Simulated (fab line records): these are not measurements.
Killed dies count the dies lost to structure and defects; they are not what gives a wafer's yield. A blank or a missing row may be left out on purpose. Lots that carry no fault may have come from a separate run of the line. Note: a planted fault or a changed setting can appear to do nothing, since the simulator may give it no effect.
Problem report in the 8D (eight disciplines) form, filled by code :: flow rit_cmos :: the parts of the form that need people (team, actions taken, sign-off) are left out

== 1. THE PROBLEM ==
Mean of spin_speed_rpm at RIT_NRETRO_COAT_01: 1849.5 rpm across 9 wafers in 3 lots; on wafers with no fault it is 1999.9 rpm (standard deviation 1.7). That is -88 standard deviations from the usual mean.
The step: resist thk 1300 nm.
The first sign was on wafer L219.2 at day 4 02:10, on litho_track-02. The record has a number at this step for 21 wafers belonging to 7 lots. Rule for "out", or "out of limits": more than 4 standard deviations from the usual mean. All remaining wafers that have a number are taken as sound.

== 2. WHAT THIS IS AND IS NOT ==
question: which readings at this step
is: spin_speed_rpm
is not: -

question: which lots
is: L219, L220, L222
is not: L213, L227, L232, L233

question: which wafers of those lots
is: all that have a number
is not: -

question: read on which tools
is: litho_track-02
is not: litho_track-01, litho_track-04

question: when
is: from day 4 02:10
is not: up to then (3 sound wafers); but 9 sound wafers of L227, L232, L233 came after

== 3. THE SUSPECTS, EACH WITH WHAT RULES IT OUT ==
Counting: any tool at a process step up to the reading is kept as a suspect provided that every lot that is out went through it and no sound lot did after the first of them.
- litho_track-02 at RIT_NRETRO_COAT_01 (resist thk 1300 nm): kept. Every lot that is out went through it, starting with L219 (day 4 02:10), and after that it ran no sound lot; the last sound lot it ran before then is L213 (day 2 13:45). Out on those wafers are its own readings of spin_speed_rpm.
Left after counting: litho_track-02 at RIT_NRETRO_COAT_01.

== 4. THE CAUSE (what the simulator had put in) ==
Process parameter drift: litho_track-02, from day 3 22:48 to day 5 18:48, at RIT_NRETRO_COAT_01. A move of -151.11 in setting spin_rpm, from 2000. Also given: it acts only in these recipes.
Only this tool survived the counting.

== 5. SEQUENCE OF EFFECTS, ordered by route ==
Each row: a reading where the mean over the struck wafers with a number is more than 3 standard deviations away from the usual. Scope: only readings with a usual standard deviation given in the record; hours: median across lots of the time from each lot's start at the first step in this table that gives one to its start at this step; sigmas: change in usual standard deviations.
hours: 0
step: RIT_NRETRO_COAT_01
reading: spin_speed_rpm
usual: 1999.9 rpm
on struck wafers: 1849.5
change: -150.4
sigmas: -88
Here are the process steps it includes:
- RIT_NRETRO_COAT_01: resist thk 1300 nm.
Later steps that measure or inspect, where all struck wafers having a row at the step show a number for every such reading and not one has moved that far: RIT_NRETRO_OVL_MEAS_06.

== 6. HOW IT WOULD HAVE BEEN CAUGHT EARLIER ==
In this record the first reading out of limits was taken at day 4 02:10, 3 hours after the fault began at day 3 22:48.
